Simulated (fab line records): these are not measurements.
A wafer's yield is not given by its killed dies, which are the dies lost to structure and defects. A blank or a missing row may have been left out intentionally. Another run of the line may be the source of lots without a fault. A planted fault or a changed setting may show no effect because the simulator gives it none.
Comparing a struck lot with a sound one -- flow berkeleyCmos170 -- 43 steps out of a route of 331
Sound: these wafers, L504.1, L504.2, L504.3. Struck: wafer L523.2 (left out: L523.5, L523.6 of the same lot, which were not struck); the cause appears at the end.
Order at every step that has rows: each side's tool, ch and its chambers, its first start. Under that, the readings that differ: sound wafers -- struck wafers -- difference of the means -- sigmas: that difference in standard deviations of wafers without a fault.
alike: words and numbers the same on both sides, and readings whose means are apart by under 2 such deviations; not compared: readings that were withheld, readings missing a value for some wafer, numbers with overlapping values and no deviation given by the record, and bounds like >300 which may hide the same value.
Wherever a step has rows on one side only, a row that says differs or no value, or a row with sigmas, the two part there. Numbers that have no deviation but don't overlap get no sigmas and don't part them. Lack of a reading on every wafer of one side parts them only where that side has two or more wafers.

first, 2 steps without rows for these wafers: UCB170_NLDD_PEB_04; UCB170_NLDD_DEVELOP_05 (develop time 45 s).
UCB170_NLDD_CD_MEAS_06: the cd target is 1200 nm.
  sound: cdSem-02 at day 7 17:02; struck: cdSem-02 at day 11 10:38
  alike: cdNm
UCB170_NLDD_OVL_MEAS_07:
  sound: overlay-02 at day 7 17:09; struck: overlay-01 at day 11 10:44
reading,sound,struck,difference,sigmas
NLDD_OVL (nm),-6 -9 -1,15,+20,+3
then, 2 steps without rows for these wafers: UCB170_NLDD_IMPLANT_08; UCB170_NLDD_IMPLANT_09.
UCB170_NLDD_STRIP_10: strips in O2.
  sound on plasmaAsher-03 ch 0,1, day 7 17:31; struck on plasmaAsher-04 ch 1, day 11 11:04
  alike: drypumpMotorCurrentA, oesProductAu, stripTimeToEndpointS
  not compared: rfHoursCounterH
UCB170_NLDD_TW_MEAS_11:
  sound: filmMetro-04 at day 7 17:37; struck: filmMetro-02 at day 11 11:10
reading,sound,struck,difference,sigmas
NLDD_TW,2242 2246 2264,2210,-41,-2
then, 1 step without rows for these wafers: UCB170_NLDD_CLEAN_12 (cleans in SPM, time 600 s).
UCB170_SPACER_CVD_00: deposits SiO2 from TEOS/O2, target thk 376 nm, time 47 s.
  sound on pecvd-02 ch 0,1,2, day 7 17:55; struck on pecvd-01 ch 0, day 11 11:47
  alike: heaterPowerW, rfFwdPowerW
UCB170_SPACER_THK_MEAS_01:
  sound: filmMetro-04 at day 7 17:57; struck: filmMetro-04 at day 11 11:50
  alike: SPACER_TEOS_THK
then, 1 step without rows for these wafers: UCB170_SPACER_ANNEAL_02 (time 1800 s).
UCB170_SPACER_ETCHBACK_03: etches SiO2 in CHF3/CF4/Ar, stops on Si, target depth 376 nm, time 100 s.
  sound on rieDiel-04 ch 0,2,3, day 8 00:40; struck on rieDiel-04 ch 2, day 11 15:28
  alike: drypumpMotorCurrentA, oesProductAu, rfFwdPowerW, throttleValvePct
  not compared: rfHoursCounterH
then, 6 steps without rows for these wafers: UCB170_PSD_HMDS_00 (prime time 60 s); UCB170_PSD_COAT_01 (resist thk 900 nm); UCB170_PSD_SOFTBAKE_02 (time 60 s); UCB170_PSD_EXPOSE_03 (exposes mask PSELECT MOD, target cd 1200 nm); UCB170_PSD_PEB_04; UCB170_PSD_DEVELOP_05 (develop time 45 s).
UCB170_PSD_CD_MEAS_06: the cd target is 1200 nm.
  sound: cdSem-01 at day 8 01:57; struck: cdSem-02 at day 11 17:20
reading,sound,struck,difference,sigmas
cdNm (nm),1201.3 1202.1 1201.6,1198.0,-3.7,-2
UCB170_PSD_OVL_MEAS_07:
  sound: overlay-02 at day 8 02:04; struck: overlay-02 at day 11 17:27
  alike: PSD_OVL
following that, these wafers have no rows for 1 step: UCB170_PSD_IMPLANT_08.
UCB170_PSD_STRIP_09: strips in O2.
  sound on plasmaAsher-02 ch 0,1, day 8 02:15; struck on plasmaAsher-01 ch 1, day 11 17:38
  alike: drypumpMotorCurrentA, oesProductAu, stripTimeToEndpointS
  not compared: rfHoursCounterH
UCB170_PSD_TW_MEAS_10:
  sound: filmMetro-04 at day 8 02:21; struck: filmMetro-02 at day 11 17:44
  alike: PSD_TW
then, 7 steps without rows for these wafers: UCB170_PSD_CLEAN_11 (cleans in SPM, time 600 s); UCB170_NSD_HMDS_00 (prime time 60 s); UCB170_NSD_COAT_01 (resist thk 900 nm); UCB170_NSD_SOFTBAKE_02 (time 60 s); UCB170_NSD_EXPOSE_03 (exposes mask NSELECT MOD, target cd 1200 nm); UCB170_NSD_PEB_04; UCB170_NSD_DEVELOP_05 (develop time 45 s).
UCB170_NSD_CD_MEAS_06: the cd target is 1200 nm.
  sound: cdSem-02 at day 8 03:44; struck: cdSem-01 at day 11 19:40
  alike: cdNm
UCB170_NSD_OVL_MEAS_07:
  sound: overlay-01 at day 8 03:51; struck: overlay-02 at day 11 19:46
  alike: NSD_OVL
following that, these wafers have no rows for 1 step: UCB170_NSD_IMPLANT_08.
UCB170_NSD_STRIP_09: strips in O2.
  sound on plasmaAsher-03 ch 0,1, day 8 04:02; struck on plasmaAsher-04 ch 1, day 11 19:57
  alike: drypumpMotorCurrentA, oesProductAu, stripTimeToEndpointS
  not compared: rfHoursCounterH
UCB170_NSD_TW_MEAS_10:
  sound: filmMetro-04 at day 8 04:08; struck: filmMetro-01 at day 11 20:04
reading,sound,struck,difference,sigmas
NSD_TW,4226 4218 4211,4144,-74,-2
then, 4 steps without rows for these wafers: UCB170_NSD_CLEAN_11 (cleans in SPM, time 600 s); UCB170_BACKSIDE_HMDS_00 (prime time 60 s); UCB170_BACKSIDE_COAT_01 (resist thk 900 nm); UCB170_BACKSIDE_SOFTBAKE_02 (time 60 s).
UCB170_BACKSIDE_STRIP_03: strips in O2.
  sound on plasmaAsher-01 ch 0,1, day 8 05:05; struck on plasmaAsher-02 ch 0, day 11 21:50
  alike: drypumpMotorCurrentA, oesProductAu, stripTimeToEndpointS
  not compared: rfHoursCounterH
then, 1 step without rows for these wafers: UCB170_BACKSIDE_CLEAN_04 (cleans in SPM, time 600 s).
UCB170_M3_PROBE_99:
  only the struck wafers here have rows in the record (prober-01, day 12 23:13); the sound ones have none

WHERE THEY PART
At UCB170_NLDD_OVL_MEAS_07 first; at UCB170_M3_PROBE_99 last (within this record only).

WHY: what had been put in by the simulator
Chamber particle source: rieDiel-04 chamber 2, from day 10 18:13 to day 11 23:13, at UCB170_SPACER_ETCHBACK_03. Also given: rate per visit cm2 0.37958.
